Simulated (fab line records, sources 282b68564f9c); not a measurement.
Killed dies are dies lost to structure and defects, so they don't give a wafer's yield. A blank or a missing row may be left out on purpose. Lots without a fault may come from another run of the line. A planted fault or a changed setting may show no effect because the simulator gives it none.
One fault seen from 2 desks | flow rit_cmos | each desk has only its own numbers; what lay behind them comes last

THE METROLOGY DESK
What the gauges read, lot by lot, whatever tool the lot ran on: means of the sampled wafers that have a number. A lot is out of limits, marked OUT, if its mean lies more than 4 standard deviations from the usual mean; the brackets give that distance.
Columns: A = FOX1_OXIDE_THK at RIT_FOX1_THK_MEAS_01, usual 350 nm
lot  | first seen here | A
L894 | day 1 19:32     | 345
L895 | day 2 01:19     | 367
L896 | day 2 06:10     | 358
L897 | day 2 09:25     | 353
L898 | day 2 13:22     | 355
L899 | day 2 19:22     | 279 (-10) OUT
L900 | day 2 23:05     | 281 (-9.7) OUT
L901 | day 3 05:23     | 347
L902 | day 3 12:18     | 274 (-11) OUT
L910 | day 5 01:23     | 347
L912 | day 5 12:43     | 347
L915 | day 6 03:26     | 345
L916 | day 6 09:16     | 355
L917 | day 6 14:41     | 354
This desk's finding: out of limits on L899, L900, L902; first on L899, day 2 19:22 (FOX1_OXIDE_THK at RIT_FOX1_THK_MEAS_01). In limits: L894, L895, L896, L897, L898, L901, L910, L912, L915, L916, L917.

THE TOOL OWNER'S DESK: furnace-04
The tool's own readings at RIT_FOX1_OXIDATION_00 (target thk 350.7 nm, ox time 1130 s): means of the sampled wafers that have a number, for each lot that ran on this tool. A lot is out of limits, marked OUT, if its mean lies more than 4 standard deviations from the usual mean; the brackets give that distance.
Columns: A = spike_tc_centre_C at RIT_FOX1_OXIDATION_00, usual 1101.5 C; B = spike_tc_load_C at RIT_FOX1_OXIDATION_00, usual 1129.1 C; C = spike_tc_source_C at RIT_FOX1_OXIDATION_00, usual 1126.2 C; D = tube_center_temp_C at RIT_FOX1_OXIDATION_00, usual 1100 C; E = tube_center_temp_C_max at RIT_FOX1_OXIDATION_00, usual 1102.7; F = zone_power_load_pct at RIT_FOX1_OXIDATION_00, usual 43.2 %
lot  | first seen here | A                | B                | C                | D                      | E                | F
L896 | day 2 04:52     | 1101.5           | 1127.5           | 1123.3           | 1100                   | 1102.5           | 42.2
L897 | day 2 08:07     | 1100.9           | 1127.5           | 1124.1           | 1100                   | 1102.7           | 42.1
L898 | day 2 12:04     | 1100.4           | 1127.7           | 1123.1           | 1100                   | 1102.4           | 42.5
L899 | day 2 18:03     | 1060.9 (-37) OUT | 1086.5 (-22) OUT | 1082.9 (-18) OUT | 1060 (-99 or more) OUT | 1062.9 (-90) OUT | 38.5 (-4.7) OUT
L900 | day 2 21:46     | 1061.0 (-37) OUT | 1087.0 (-22) OUT | 1083.6 (-18) OUT | 1060 (-99 or more) OUT | 1063.2 (-90) OUT | 38.8 (-4.4) OUT
L902 | day 3 10:58     | 1061.5 (-36) OUT | 1085.6 (-23) OUT | 1082.9 (-18) OUT | 1060 (-99 or more) OUT | 1062.9 (-90) OUT | 38.8 (-4.4) OUT
This desk's finding: out of limits on L899, L900, L902; first on L899, day 2 18:03 (spike_tc_centre_C at RIT_FOX1_OXIDATION_00). In limits: L896, L897, L898.

PUT TOGETHER
The tool owner's desk could have raised an alarm at day 2 18:03, on L899, L900, L902.
The metrology desk could have raised an alarm at day 2 19:22, on L899, L900, L902.
Of the lots named, all ran RIT_FOX1_OXIDATION_00 on furnace-04.

WHAT THE SIMULATOR HAD PUT IN
Process parameter drift: furnace-04, from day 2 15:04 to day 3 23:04, at RIT_FOX1_OXIDATION_00. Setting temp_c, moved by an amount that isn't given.
Lots struck among those shown: L899, L900, L902.
Hours from the fault's start to each desk's first reading out of limits: the tool owner's desk, 3; the metrology desk, 4.
